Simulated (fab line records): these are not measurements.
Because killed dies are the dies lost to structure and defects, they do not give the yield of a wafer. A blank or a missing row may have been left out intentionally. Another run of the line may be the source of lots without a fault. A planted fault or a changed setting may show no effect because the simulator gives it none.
Comparing a struck lot with a sound one / flow rit cmos / 27 out of 202 route steps
Sound: these wafers, L411.1, L411.5, L411.6. Struck: wafer L419.1 (left out: L419.4, L419.6 of the same lot, which were not struck); the cause appears at the end.
For every step that has rows: the tool of each side, followed by ch and its chambers, followed by its first start. Under that, the readings that differ: sound wafers / struck wafers / difference of the means / sigmas: that difference in standard deviations of wafers without a fault.
alike: words and numbers the same on both sides, and readings whose means are apart by under 2 such deviations; not compared: readings that were withheld, readings missing a value for some wafer, numbers with overlapping values and no deviation given by the record, and bounds like >300 which may hide the same value.
Wherever a step has rows on one side only, a row that says differs or no value, or a row with sigmas, the two part there. Non-overlapping numbers with no deviation appear without sigmas and do not part them. A reading that every wafer of one side lacks parts them only if that side has two wafers or more.

first, 1 step without rows for these wafers: RIT_ACTIVE_OXIDATION_01 (target thk 46.8 nm, ox time 3360 s).
RIT_ACTIVE_THK_MEAS_02:
  sound: film metro-03 at day 2 13:10; struck: film metro-02 at day 4 06:49
reading=ACTIVE_OXIDE_THK (nm); sound=50.2 50.2 50.6; struck=47.6; difference=-2.7; sigmas=-3
then, 1 step without rows for these wafers: RIT_ACTIVE_CVD_03 (deposits Si3N4 from SiH2Cl2/NH3, target thk 150 nm, time 1500 s).
RIT_ACTIVE_THK_MEAS_04:
  sound: film metro-04 at day 2 14:38; struck: film metro-03 at day 4 08:18
  alike: ACTIVE_NITRIDE_THK
then, 6 steps without rows for these wafers: RIT_ACTIVE_HMDS_05 (prime time 60 s); RIT_ACTIVE_COAT_06 (resist thk 1000 nm); RIT_ACTIVE_SOFTBAKE_07 (time 60 s); RIT_ACTIVE_EXPOSE_08 (exposes mask M1, target cd 1400 nm); RIT_ACTIVE_PEB_09; RIT_ACTIVE_DEVELOP_10 (develop time 50 s).
RIT_ACTIVE_CD_MEAS_11 targets a cd of 1400 nm.
  sound: cd sem-02 at day 2 15:40; struck: cd sem-01 at day 4 09:13
  alike: cd nm
then, 1 step without rows for these wafers: RIT_ACTIVE_HARDBAKE_12 (time 60 s).
RIT_ACTIVE_ETCH_13: etches Si3N4 in SF6, stops on SiO2, time 201.2 s, target depth 210 nm.
  sound on rie diel-03 ch 2,3, day 2 15:56; struck on rie diel-03 ch 0, day 4 09:33
reading=model.NOVOLAK_of_ACTIVE_COAT_06.thk nm (nm); sound=667.1 682 670.3; struck=599.7; difference=-73.4; sigmas=
reading=model.ACTIVE.feature depth nm (nm); sound=150.1 149.7 149.5; struck=168.6; difference=+18.8; sigmas=
reading=model.SiO2_of_ACTIVE_OXIDATION_01.thk nm (nm); sound=50.19 50.2 50.57; struck=31.14; difference=-19.18; sigmas=
  alike: drypump motor current A, oes product au, throttle valve pct
  not compared: rf hours counter h
RIT_ACTIVE_STRIP_14: strips in O2, time 180 s.
  sound on plasma asher-02 ch 0,1, day 2 16:04; struck on plasma asher-03 ch 1, day 4 09:41
reading=drypump motor current A (A); sound=5.77 5.77 5.67; struck=4.84; difference=-0.90; sigmas=-3
  not compared: rf hours counter h
RIT_ACTIVE_CD_MEAS_90 targets a cd of 1400 nm.
  sound: cd sem-02 at day 2 16:15; struck: cd sem-02 at day 4 09:52
  alike: cd nm
then, 4 steps without rows for these wafers: RIT_ACTIVE_CLEAN_15 (cleans in SC1, time 600 s); RIT_ACTIVE_CLEAN_16 (cleans in dHF, time 30 s); RIT_ACTIVE_CLEAN_17 (cleans in SC2, time 600 s); RIT_FOX1_OXIDATION_00 (target thk 350.7 nm, ox time 1130 s).
RIT_FOX1_THK_MEAS_01:
  sound: film metro-02 at day 2 20:31; struck: film metro-01 at day 4 11:40
  alike: FOX1_OXIDE_THK
then, 2 steps without rows for these wafers: RIT_FOX1_WET_ETCH_02 (etches SiO2 in BOE, target depth 350 nm, time 390 s); RIT_FOX2_OXIDATION_00 (target thk 350.7 nm, ox time 1130 s).
RIT_FOX2_THK_MEAS_01:
  sound: film metro-01 at day 2 22:01; struck: film metro-02 at day 4 13:09
  alike: FOX2_OXIDE_THK
then, 1 step without rows for these wafers: RIT_FOX2_CLEAN_02 (cleans in dHF, time 180 s).
RIT_FOX2_WET_ETCH_03: etches Si3N4 in H3PO4, target depth 195 nm, time 2700 s.
  sound on wet bench-01 ch 1, day 2 22:08; struck on wet bench-01 ch 1, day 4 13:16
reading=model.SiO2_of_ACTIVE_OXIDATION_01.thk nm (nm); sound=44.66 44.61 44.97; struck=27.71; difference=-17.04; sigmas=
RIT_FOX2_THK_MEAS_90:
  sound: film metro-02 at day 2 23:47; struck: film metro-02 at day 4 14:47
  alike: FIELD_OXIDE_LEFT_1_THK
RIT_M1_PROBE_99:
  sound: prober-02 at day 4 15:34; struck: prober-02 at day 6 06:31
  alike: killed at front end, killed dies, killed open, killed short

== WHERE THEY PART ==
At RIT_ACTIVE_THK_MEAS_02 first; at RIT_ACTIVE_STRIP_14 last (within this record only). Later steps at which nothing parts them and some readings are alike: RIT_ACTIVE_CD_MEAS_90, RIT_FOX1_THK_MEAS_01, RIT_FOX2_THK_MEAS_01, RIT_FOX2_THK_MEAS_90, RIT_M1_PROBE_99.

WHY: what the simulator had put in
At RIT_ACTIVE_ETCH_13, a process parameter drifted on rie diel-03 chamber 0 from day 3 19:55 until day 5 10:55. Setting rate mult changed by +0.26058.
